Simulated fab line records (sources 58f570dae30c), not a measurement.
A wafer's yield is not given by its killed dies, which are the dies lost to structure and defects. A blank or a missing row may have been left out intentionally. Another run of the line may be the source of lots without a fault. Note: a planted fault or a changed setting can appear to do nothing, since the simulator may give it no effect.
Struck lot and sound lot, side by side || flow berkeley-cmos170 || 14 out of 331 route steps
Sound: the wafers L924.3, L924.4, L924.6. The struck wafers were L938.1, L938.3, L938.6. The cause is given at the end.
Order at every step that has rows: each side's tool, ch and its chambers, its first start. Under that, the readings that differ: sound wafers || struck wafers || difference of the means || sigmas: that difference in standard deviations of wafers without a fault.
alike: a reading whose means differ by less than 2 such deviations, as well as words and numbers matching on both sides. not compared: withheld readings; readings where some wafer has no value; bounds like >300 that might hide an equal value; numbers whose values overlap and for which the record gives no deviation.
A row with sigmas, a row that says differs or no value, or rows on one side alone: a step with any of these is where the two part. When numbers do not overlap yet have no deviation, they are printed without sigmas and do not part them. Lack of a reading on every wafer of one side parts them only where that side has two or more wafers.

first, 4 steps without rows for these wafers: UCB170_ZERO_SOFTBAKE_02 (time 60 s); UCB170_ZERO_EXPOSE_03 (exposes mask PM MARKS, target cd 4000 nm); UCB170_ZERO_PEB_04; UCB170_ZERO_DEVELOP_05 (develop time 45 s).
UCB170_ZERO_ETCH_06: etches SiO2 in CHF3/CF4/Ar, time 12 s.
  sound on rie-diel-04 ch 0,1,2, day 2 00:16; struck on rie-diel-04 ch 0,2,3, day 5 02:35
  alike: drypump-motor-current-A, oes-product-au, throttle-valve-pct
  not compared: rf-hours-counter-h
UCB170_ZERO_STRIP_07: strips in O2.
  sound on plasma-asher-04 ch 0,1, day 2 00:20; struck on plasma-asher-02 ch 0,1, day 5 02:37
  alike: drypump-motor-current-A, oes-product-au, strip-time-to-endpoint-s
  not compared: rf-hours-counter-h
then, 2 steps without rows for these wafers: UCB170_NWELL_WET_ETCH_00 (etches SiO2 in dHF, time 200 s); UCB170_NWELL_OXIDATION_01 (target thk 26.4 nm, ox time 1260 s).
UCB170_NWELL_THK_MEAS_02:
  sound on film-metro-01 at day 2 05:26; struck on film-metro-01 at day 5 08:03
  alike: NWELL_OXIDE_THK
then, 2 steps without rows for these wafers: UCB170_NWELL_ANNEAL_03 (time 900 s); UCB170_NWELL_CVD_04 (deposits Si3N4 from SiH2Cl2/NH3, target thk 224 nm, time 3360 s).
UCB170_NWELL_THK_MEAS_05:
  sound on film-metro-04 at day 2 12:05; struck on film-metro-04 at day 5 15:49
  alike: NWELL_NITRIDE_THK
UCB170_NWELL_HMDS_06: prime time 60 s.
  sound on litho-track-01 ch 0, day 2 12:10; struck on litho-track-04 ch 0, day 5 16:15
{"reading": "prime-temp-c (C)", "sound": "99.88 99.89 99.95", "struck": "102.02 101.97 102.00", "difference": "+2.09", "sigmas": "+17"}
then, 1 step without rows for these wafers: UCB170_NWELL_COAT_07 (resist thk 900 nm).

## WHERE THEY PART
Only at UCB170_NWELL_HMDS_06, within this record.

WHY: what had been put in by the simulator
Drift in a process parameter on litho-track-04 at UCB170_NWELL_HMDS_06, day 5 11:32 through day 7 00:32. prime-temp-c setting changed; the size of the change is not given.
